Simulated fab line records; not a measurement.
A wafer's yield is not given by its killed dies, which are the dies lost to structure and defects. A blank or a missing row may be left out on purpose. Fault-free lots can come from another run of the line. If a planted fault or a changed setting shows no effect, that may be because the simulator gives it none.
Matching of chambers ; flow berkeley_cmos170 ; 4 sister chambers for UCB170_NWELL_ETCH_13 on rie_diel-03
The step etches Si3N4 in CH3F/Ar/O2, stops on SiO2, target depth 246.4 nm, time 154 s. 8 wafers are shown with their chamber, then 7 later ones without.

## WAFERS PAIRED WITH THEIR CHAMBERS
wafer;chamber;throttle_valve_pct (%);drypump_motor_current_A (A)
L084.2;2;7.91;6.0
L084.4;0;8.06;5.6
L087.6;1;8.06;6.0
L092.1;1;8.06;6.0
L092.3;0;8.07;5.6
L092.4;3;8.35;5.6
L093.4;2;7.93;5.9
L093.5;3;8.34;5.7

## WAFERS WITHOUT THEIR CHAMBER
wafer;throttle_valve_pct (%);drypump_motor_current_A (A)
L093.6;7.91;6.0
L095.3;8.03;6.0
L095.4;8.07;5.6
L095.5;8.03;6.0
L097.2;8.36;5.6
L097.3;8.06;5.6
L097.6;8.07;5.6

## EACH ONE'S CHAMBER
wafer;from the rows above;in truth
L093.6;2;2
L095.3;1;1
L095.4;0;0
L095.5;1;1
L097.2;3;3
L097.3;0;0
L097.6;0;0
Correctly placed: 7 of 7. Not placeable from these rows: 0. Placed wrongly: 0.
How it was worked out, from the rows above alone: a wafer's distance from a chamber is the root of the sum, over the readings, of the square of ((its reading less the chamber's mean) divided by the reading's scatter). If the next closest chamber is less than 2 further off than the closest, the wafer can't be placed; otherwise it belongs to the closest. For every chamber, the mean is computed from those of its wafers that are shown. The scatter is the square root of a quotient: the sum, over the shown wafers, of each reading's squared deviation from its chamber's mean, divided by wafers minus chambers.
